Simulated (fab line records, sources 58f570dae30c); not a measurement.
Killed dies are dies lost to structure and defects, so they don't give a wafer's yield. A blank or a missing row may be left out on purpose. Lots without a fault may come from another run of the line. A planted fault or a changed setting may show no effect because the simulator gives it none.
One fault seen from 2 desks | flow berkeley_cmos170 | each desk has only its own numbers; what lay behind them comes last

THE METROLOGY DESK
What the gauges read, lot by lot, whatever tool the lot ran on: means of the sampled wafers that have a number. A lot is out of limits, marked OUT, if its mean lies more than 4 standard deviations from the usual mean; the brackets give that distance.
Columns: A = M1_OVL at UCB170_M1_OVL_MEAS_10, usual 3 nm
lot  | first seen here | A
L519 | day 8 05:08     | -0
L518 | day 8 05:17     | 11
L520 | day 8 18:16     | -11
L521 | day 8 19:44     | -4
L523 | day 9 04:03     | -3
L522 | day 9 04:25     | 5
L524 | day 9 04:56     | -2
L527 | day 10 03:15    | 16
L525 | day 10 04:40    | 0
L529 | day 10 11:52    | 10
L528 | day 10 13:05    | 11
L531 | day 11 04:25    | 11
L533 | day 11 14:00    | 1
L540 | day 13 01:07    | 4
This desk's finding: nothing out of limits on any of the 14 lots.

THE TOOL OWNER'S DESK: cmp-02
The tool's own readings at UCB170_V1_CMP_02 (polishes SiO2): means of the sampled wafers that have a number, for each lot that ran on this tool. A lot is out of limits, marked OUT, if its mean lies more than 4 standard deviations from the usual mean; the brackets give that distance.
Columns: A = motor_current_A at UCB170_V1_CMP_02, usual 16.8 A; B = platen_rpm at UCB170_V1_CMP_02, usual 59.99 rpm
lot  | first seen here | A    | B
L519 | day 8 07:43     | 17.3 | 60.00
L521 | day 8 21:50     | 18.7 | 59.96
L522 | day 9 07:28     | 17.5 | 59.99
L525 | day 10 07:44    | 17.8 | 60.03
L529 | day 10 13:54    | 17.1 | 60.04
L531 | day 11 06:24    | 16.5 | 65.99 (+99 or more) OUT
L533 | day 11 15:58    | 18.1 | 65.99 (+99 or more) OUT
This desk's finding: out of limits on L531, L533; first on L531, day 11 06:24 (platen_rpm at UCB170_V1_CMP_02). In limits: L519, L521, L522, L525, L529.

PUT TOGETHER
The tool owner's desk could have raised an alarm at day 11 06:24, on L531, L533.
The metrology desk saw nothing out of limits.
The metrology desk has L531, L533 on record, within its limits.
Of the lots named, all ran UCB170_V1_CMP_02 on cmp-02.

WHAT THE SIMULATOR HAD PUT IN
Process parameter drift: cmp-02, from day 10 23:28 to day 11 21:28, at UCB170_V1_CMP_02. Setting platen_rpm, moved by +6, from 60. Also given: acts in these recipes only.
Lots struck among those shown: L531, L533.
Hours from the fault's start to each desk's first reading out of limits: the tool owner's desk, 7.
